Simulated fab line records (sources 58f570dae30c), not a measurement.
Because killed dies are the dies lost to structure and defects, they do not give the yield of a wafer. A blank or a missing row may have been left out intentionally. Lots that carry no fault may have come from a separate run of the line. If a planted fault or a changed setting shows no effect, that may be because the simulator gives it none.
A struck lot beside a sound one || flow berkeley cmos170 || 44 out of 331 route steps
Sound: wafers L444.1, L444.3, L444.6. Wafers L449.1, L449.2, L449.5 were the ones struck. Last of all comes the cause.
For every step that has rows: the tool of each side, followed by ch and its chambers, followed by its first start. Under that, the readings that differ: sound wafers || struck wafers || difference of the means || sigmas: that difference in standard deviations of wafers without a fault.
alike: same words and numbers on both sides, and readings whose means sit less than 2 such deviations apart. not compared: any withheld reading, any reading some wafer has no value for, any bound like >300 that may hide the same value, and any number with overlapping values for which the record gives no deviation.
Wherever a step has rows on one side only, a row that says differs or no value, or a row with sigmas, the two part there. Numbers that have no deviation but don't overlap get no sigmas and don't part them. Lack of a reading on every wafer of one side parts them only where that side has two or more wafers.

UCB170_GATE_STRIP_16: strips in O2.
  sound on plasma asher-01 ch 0, day 8 17:57; struck on plasma asher-01 ch 0,1, day 9 07:24
  alike: drypump motor current A, oes product au
  not compared: rf hours counter h
UCB170_GATE_CD_MEAS_90: target cd 350 nm.
  sound: cd sem-02 at day 8 18:18; struck: cd sem-02 at day 9 07:31
  alike: cd nm
then, 7 steps without rows for these wafers: UCB170_GATE_CLEAN_17 (cleans in SPM, time 600 s); UCB170_PLDD_HMDS_00 (prime time 60 s); UCB170_PLDD_COAT_01 (resist thk 900 nm); UCB170_PLDD_SOFTBAKE_02 (time 60 s); UCB170_PLDD_EXPOSE_03 (exposes mask PSELECT, target cd 1200 nm); UCB170_PLDD_PEB_04; UCB170_PLDD_DEVELOP_05 (develop time 45 s).
UCB170_PLDD_CD_MEAS_06: target cd 1200 nm.
  sound: cd sem-02 at day 8 19:34; struck: cd sem-01 at day 9 09:32
  alike: cd nm
UCB170_PLDD_OVL_MEAS_07:
  sound: overlay-01 at day 8 19:41; struck: overlay-01 at day 9 09:39
  alike: PLDD_OVL
next, for these wafers, 1 step has no rows: UCB170_PLDD_IMPLANT_08.
UCB170_PLDD_IMPLANT_09:
  sound on implanter-02 ch 0, day 8 19:52; struck on implanter-02 ch 0, day 9 09:50
{"reading": "dose ions cm2", "sound": "4.998e+13 5.004e+13 4.997e+13", "struck": "5.13e+13 5.132e+13 5.131e+13", "difference": "+1.31e+12", "sigmas": "+21"}
  alike: tilt deg
UCB170_PLDD_STRIP_10: strips in O2.
  sound on plasma asher-03 ch 0,1, day 8 20:01; struck on plasma asher-03 ch 0,1, day 9 09:59
  alike: drypump motor current A, oes product au, strip time to endpoint s
  not compared: rf hours counter h
UCB170_PLDD_TW_MEAS_11:
  sound: film metro-03 at day 8 20:13; struck: film metro-01 at day 9 10:05
{"reading": "PLDD_TW", "sound": "1006 997 1005", "struck": "1027 1029 1037", "difference": "+28", "sigmas": "+2"}
then, 7 steps without rows for these wafers: UCB170_PLDD_CLEAN_12 (cleans in SPM, time 600 s); UCB170_NLDD_HMDS_00 (prime time 60 s); UCB170_NLDD_COAT_01 (resist thk 900 nm); UCB170_NLDD_SOFTBAKE_02 (time 60 s); UCB170_NLDD_EXPOSE_03 (exposes mask NSELECT, target cd 1200 nm); UCB170_NLDD_PEB_04; UCB170_NLDD_DEVELOP_05 (develop time 45 s).
UCB170_NLDD_CD_MEAS_06: target cd 1200 nm.
  sound: cd sem-01 at day 8 21:47; struck: cd sem-01 at day 9 12:22
  alike: cd nm
UCB170_NLDD_OVL_MEAS_07:
  sound: overlay-01 at day 8 21:54; struck: overlay-01 at day 9 12:29
  alike: NLDD_OVL
then, 2 steps without rows for these wafers: UCB170_NLDD_IMPLANT_08; UCB170_NLDD_IMPLANT_09.
UCB170_NLDD_STRIP_10: strips in O2.
  sound on plasma asher-03 ch 1, day 8 22:14; struck on plasma asher-01 ch 0,1, day 9 12:49
  alike: drypump motor current A, oes product au, strip time to endpoint s
  not compared: rf hours counter h
UCB170_NLDD_TW_MEAS_11:
  sound: film metro-03 at day 8 22:20; struck: film metro-03 at day 9 12:55
  alike: NLDD_TW
then, 1 step without rows for these wafers: UCB170_NLDD_CLEAN_12 (cleans in SPM, time 600 s).
UCB170_SPACER_CVD_00: deposits SiO2 from TEOS/O2, target thk 376 nm, time 47 s.
  sound on pecvd-03 ch 1,2, day 8 22:34; struck on pecvd-03 ch 0,1, day 9 13:09
  alike: heater power w
UCB170_SPACER_THK_MEAS_01:
  sound: film metro-02 at day 8 22:37; struck: film metro-02 at day 9 13:12
  alike: SPACER_TEOS_THK
then, 1 step without rows for these wafers: UCB170_SPACER_ANNEAL_02 (time 1800 s).
UCB170_SPACER_ETCHBACK_03: etches SiO2 in CHF3/CF4/Ar, stops on Si, target depth 376 nm, time 100 s.
  sound on rie diel-04 ch 0,1, day 9 02:35; struck on rie diel-04 ch 0,2,3, day 9 18:44
  alike: drypump motor current A, oes product au, throttle valve pct
  not compared: rf hours counter h
then, 6 steps without rows for these wafers: UCB170_PSD_HMDS_00 (prime time 60 s); UCB170_PSD_COAT_01 (resist thk 900 nm); UCB170_PSD_SOFTBAKE_02 (time 60 s); UCB170_PSD_EXPOSE_03 (exposes mask PSELECT MOD, target cd 1200 nm); UCB170_PSD_PEB_04; UCB170_PSD_DEVELOP_05 (develop time 45 s).
UCB170_PSD_CD_MEAS_06: target cd 1200 nm.
  sound: cd sem-02 at day 9 04:26; struck: cd sem-01 at day 9 20:10
  alike: cd nm
UCB170_PSD_OVL_MEAS_07:
  sound: overlay-02 at day 9 04:34; struck: overlay-01 at day 9 20:17
  alike: PSD_OVL
next, for these wafers, 1 step has no rows: UCB170_PSD_IMPLANT_08.
UCB170_SDANNEAL_RS_MEAS_04: measures by four-point-probe.
  sound: film metro-01 at day 9 08:58; struck: film metro-01 at day 9 23:45
  alike: PLDD_RS
UCB170_M3_PROBE_99:
  only the struck wafers here have rows in the record (prober-02, day 10 21:44); the sound ones have none

## WHERE THEY PART
Last at UCB170_M3_PROBE_99 as far as this record goes, first at UCB170_PLDD_IMPLANT_09.

WHY: whatever the simulator had introduced
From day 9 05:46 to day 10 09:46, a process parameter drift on implanter-02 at UCB170_PLDD_IMPLANT_09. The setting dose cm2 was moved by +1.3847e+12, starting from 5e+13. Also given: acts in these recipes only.
